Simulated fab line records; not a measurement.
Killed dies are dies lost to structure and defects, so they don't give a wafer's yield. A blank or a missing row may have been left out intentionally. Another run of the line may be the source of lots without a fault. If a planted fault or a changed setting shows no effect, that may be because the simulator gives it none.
Which tool is to blame? :: flow berkeley-cmos170 :: Sampling: 15 lots, 45 wafers, 3 of 331 route steps

== WHAT THE GAUGES READ, wafer by wafer ==
UCB170_V1_CD_MEAS_12: target cd 700 nm. Usual: 700.1 nm for cd-nm, sd 1.3.
lot: L876
measured: day 9 04:59
on: cd-sem-01
cd-nm (nm): 699.4 698.7 698.8
flag: 

lot: L877
measured: day 9 07:47
on: cd-sem-02
cd-nm (nm): 699.7 700.7 699.7
flag: 

lot: L879
measured: day 9 10:20
on: cd-sem-01
cd-nm (nm): 700.7 699.6 699.8
flag: 

lot: L878
measured: day 9 09:56
on: cd-sem-01
cd-nm (nm): 700.4 701.9 701.1
flag: 

lot: L881
measured: day 10 10:25
on: cd-sem-02
cd-nm (nm): 700.9 701.5 701.5
flag: 

lot: L883
measured: day 10 11:44
on: cd-sem-02
cd-nm (nm): 699.5 699.4 699.8
flag: 

lot: L884
measured: day 10 22:35
on: cd-sem-02
cd-nm (nm): 700.8 700.8 700.4
flag: 

lot: L885
measured: day 11 00:02
on: cd-sem-02
cd-nm (nm): 700.3 700.4 700.5
flag: 

lot: L886
measured: day 11 11:33
on: cd-sem-01
cd-nm (nm): 701.3 701.7 700.8
flag: 

lot: L890
measured: day 12 14:18
on: cd-sem-01
cd-nm (nm): 701.0 702.7 700.0
flag: 

lot: L891
measured: day 12 23:54
on: cd-sem-01
cd-nm (nm): 700.3 699.0 700.0
flag: 

lot: L892
measured: day 13 04:22
on: cd-sem-02
cd-nm (nm): 702.1 701.8 702.5
flag: 

lot: L895
measured: day 13 10:52
on: cd-sem-02
cd-nm (nm): 696.3 698.0 696.9
flag: 

lot: L896
measured: day 13 12:33
on: cd-sem-01
cd-nm (nm): 700.3 699.8 699.3
flag: 

lot: L897
measured: day 13 22:29
on: cd-sem-02
cd-nm (nm): 700.3 701.1 701.2
flag: 

UCB170_V2_OVL_MEAS_13. Usual: V2_OVL typically reads 0 nm, with standard deviation 5.2.
lot: L876
measured: day 9 10:43
on: overlay-01
V2_OVL (nm): -7 -3 -6
flag: 

lot: L877
measured: day 9 13:07
on: overlay-01
V2_OVL (nm): 1 10 -3
flag: 

lot: L879
measured: day 9 16:29
on: overlay-01
V2_OVL (nm): -1 -1 1
flag: 

lot: L878
measured: day 9 15:39
on: overlay-02
V2_OVL (nm): 4 0 5
flag: 

lot: L881
measured: day 10 15:38
on: overlay-02
V2_OVL (nm): 4 0 -4
flag: 

lot: L883
measured: day 10 16:40
on: overlay-02
V2_OVL (nm): 7 11 7
flag: 

lot: L884
measured: day 11 03:58
on: overlay-02
V2_OVL (nm): -5 -6 -1
flag: 

lot: L885
measured: day 11 05:34
on: overlay-01
V2_OVL (nm): 0 2 6
flag: 

lot: L886
measured: day 11 16:50
on: overlay-01
V2_OVL (nm): -4 3 -8
flag: 

lot: L890
measured: day 12 20:10
on: overlay-01
V2_OVL (nm): -1 6 1
flag: 

lot: L891
measured: day 13 06:52
on: overlay-02
V2_OVL (nm): -9 -6 1
flag: 

lot: L892
measured: day 13 10:09
on: overlay-01
V2_OVL (nm): 0 0 -2
flag: 

lot: L895
measured: day 13 22:12
on: overlay-02
V2_OVL (nm): -4 -5 -5
flag: 

lot: L896
measured: day 13 22:28
on: overlay-02
V2_OVL (nm): -5 -5 0
flag: 

lot: L897
measured: day 14 04:31
on: overlay-02
V2_OVL (nm): -5 0 4
flag: 

== WHAT TOOL EACH LOT RAN ON (gives the tool, then ch and the chambers of the sampled wafers, and finally the start) ==
lot: L876
UCB170_M1_SPUTTER_00: pvd-sputter-04, day 8 23:37

lot: L877
UCB170_M1_SPUTTER_00: pvd-sputter-01, day 9 00:02

lot: L879
UCB170_M1_SPUTTER_00: pvd-sputter-04, day 9 01:40

lot: L878
UCB170_M1_SPUTTER_00: pvd-sputter-01, day 9 01:56

lot: L881
UCB170_M1_SPUTTER_00: pvd-sputter-03, day 10 05:02

lot: L883
UCB170_M1_SPUTTER_00: pvd-sputter-04, day 10 05:23

lot: L884
UCB170_M1_SPUTTER_00: pvd-sputter-03, day 10 16:58

lot: L885
UCB170_M1_SPUTTER_00: pvd-sputter-01, day 10 17:07

lot: L886
UCB170_M1_SPUTTER_00: pvd-sputter-04, day 11 05:41

lot: L890
UCB170_M1_SPUTTER_00: pvd-sputter-03, day 12 08:34

lot: L891
UCB170_M1_SPUTTER_00: pvd-sputter-04, day 12 18:36

lot: L892
UCB170_M1_SPUTTER_00: pvd-sputter-03, day 12 19:02

lot: L895
UCB170_M1_SPUTTER_00: pvd-sputter-01, day 13 05:55

lot: L896
UCB170_M1_SPUTTER_00: pvd-sputter-03, day 13 06:16

lot: L897
UCB170_M1_SPUTTER_00: pvd-sputter-04, day 13 13:32
- UCB170_M1_SPUTTER_00: material Al, target thk 600 nm, time 80 s.

== AS READ BY THE TOOLS THEMSELVES (means over the sampled wafers that have a number; for cases with no such wafer, the mark the record gives instead) ==
UCB170_M1_SPUTTER_00. Usual: 29.8 % for throttle-valve-pct, sd 0.91.
lot: L876
tool: pvd-sputter-04
throttle-valve-pct (%): 29.8
flag: 

lot: L877
tool: pvd-sputter-01
throttle-valve-pct (%): 30.3
flag: 

lot: L879
tool: pvd-sputter-04
throttle-valve-pct (%): 30.0
flag: 

lot: L878
tool: pvd-sputter-01
throttle-valve-pct (%): 29.7
flag: 

lot: L881
tool: pvd-sputter-03
throttle-valve-pct (%): 30.5
flag: 

lot: L883
tool: pvd-sputter-04
throttle-valve-pct (%): 29.6
flag: 

lot: L884
tool: pvd-sputter-03
throttle-valve-pct (%): 29.6
flag: 

lot: L885
tool: pvd-sputter-01
throttle-valve-pct (%): 29.5
flag: 

lot: L886
tool: pvd-sputter-04
throttle-valve-pct (%): 30.3
flag: 

lot: L890
tool: pvd-sputter-03
throttle-valve-pct (%): 29.6
flag: 

lot: L891
tool: pvd-sputter-04
throttle-valve-pct (%): 29.8
flag: 

lot: L892
tool: pvd-sputter-03
throttle-valve-pct (%): 30.6
flag: 

lot: L895
tool: pvd-sputter-01
throttle-valve-pct (%): 29.2
flag: 

lot: L896
tool: pvd-sputter-03
throttle-valve-pct (%): 29.5
flag: 

lot: L897
tool: pvd-sputter-04
throttle-valve-pct (%): 29.8
flag: 

== THE ANSWER, worked out from the rows above alone ==
Rule: lot off if the mean of its wafers having a number is beyond 3 standard deviations from the usual mean. A lot without any number at a reading at which 4 lots or more have one is off too. Any other lot the step has rows for is counted as sound. The gauges are gone through in route order, then the tools' own readings, and for those a lot's mean is taken as printed above. At the first step where some lot is off, the reading lying furthest off is the one used; lots without a number count as furthest.
None of the lots is off at any reading shown; this tells nothing.

== WHAT THE SIMULATOR PUT IN ==
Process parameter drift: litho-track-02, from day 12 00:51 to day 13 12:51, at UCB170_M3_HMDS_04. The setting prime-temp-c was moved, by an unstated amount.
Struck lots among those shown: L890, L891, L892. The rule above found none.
